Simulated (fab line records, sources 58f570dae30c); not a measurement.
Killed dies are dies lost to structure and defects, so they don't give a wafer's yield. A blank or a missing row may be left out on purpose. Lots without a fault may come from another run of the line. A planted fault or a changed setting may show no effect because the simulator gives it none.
One fault seen from 2 desks | flow berkeley_cmos170 | each desk has only its own numbers; what lay behind them comes last

THE TOOL OWNER'S DESK: rtp_anneal-01
The tool's own readings at UCB170_SDANNEAL_RTA_01 (time 5 s): means of the sampled wafers that have a number, for each lot that ran on this tool. A lot is out of limits, marked OUT, if its mean lies more than 4 standard deviations from the usual mean; the brackets give that distance.
Columns: A = lamp_power_pct at UCB170_SDANNEAL_RTA_01, usual 41.1 %; B = wafer_temp_C_max at UCB170_SDANNEAL_RTA_01, usual 1055.3
lot  | first seen here | A    | B
L224 | day 7 00:26     | 39.5 | 1053.1
L226 | day 8 00:53     | 39.5 | 1052.3
L230 | day 8 10:50     | 39.4 | 1052.9
L234 | day 9 11:10     | 37.8 | 1052.3
L236 | day 9 22:11     | 37.7 | 1053.0
L237 | day 9 22:22     | 37.7 | 1053.1
This desk's finding: nothing out of limits on any of the 6 lots.

THE METROLOGY DESK
What the gauges read, lot by lot, whatever tool the lot ran on: means of the sampled wafers that have a number. A lot is out of limits, marked OUT, if its mean lies more than 4 standard deviations from the usual mean; the brackets give that distance.
Columns: A = PSD_RS at UCB170_SDANNEAL_RS_MEAS_02, usual 75.50 ohm/sq; B = NSD_RS at UCB170_SDANNEAL_RS_MEAS_03, usual 37.22 ohm/sq; C = PLDD_RS at UCB170_SDANNEAL_RS_MEAS_04, usual 1030.7 ohm/sq
lot  | first seen here | A               | B               | C
L223 | day 6 11:41     | 75.08           | 37.26           | 1029.9
L224 | day 7 00:34     | 75.32           | 37.23           | 1032.3
L225 | day 7 11:27     | 75.70           | 37.13           | 1032.8
L226 | day 8 00:56     | 75.64           | 37.24           | 1032.6
L227 | day 8 01:32     | 75.16           | 37.27           | 1029.2
L228 | day 8 02:04     | 75.67           | 37.12           | 1033.1
L229 | day 8 10:40     | 75.71           | 37.30           | 1027.2
L230 | day 8 10:54     | 75.22           | 37.41           | 1034.0
L233 | day 8 18:44     | 75.51           | 37.19           | 1028.7
L234 | day 9 11:17     | 83.70 (+28) OUT | 38.37 (+14) OUT | 1038.6
L236 | day 9 22:15     | 83.75 (+28) OUT | 38.34 (+13) OUT | 1041.5 (+4.9) OUT
L237 | day 9 22:34     | 84.60 (+31) OUT | 38.37 (+14) OUT | 1040.7 (+4.6) OUT
L238 | day 9 22:44     | 75.53           | 37.15           | 1033.7
L240 | day 10 12:23    | 75.16           | 37.21           | 1028.7
L239 | day 10 15:22    | 75.39           | 37.18           | 1032.1
This desk's finding: out of limits on L234, L236, L237; first on L234, day 9 11:17 (PSD_RS at UCB170_SDANNEAL_RS_MEAS_02). In limits: L223, L224, L225, L226, L227, L228, L229, L230, L233, L238, L240, L239.

PUT TOGETHER
The metrology desk could have raised an alarm at day 9 11:17, on L234, L236, L237.
The tool owner's desk saw nothing out of limits.
The tool owner's desk has L234, L236, L237 on record, within its limits.
Of the lots named, all ran UCB170_SDANNEAL_RTA_01 on rtp_anneal-01.

WHAT THE SIMULATOR HAD PUT IN
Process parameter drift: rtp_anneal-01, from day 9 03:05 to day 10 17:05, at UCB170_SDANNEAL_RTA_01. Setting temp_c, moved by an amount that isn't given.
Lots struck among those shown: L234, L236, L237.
Hours from the fault's start to each desk's first reading out of limits: the metrology desk, 8.
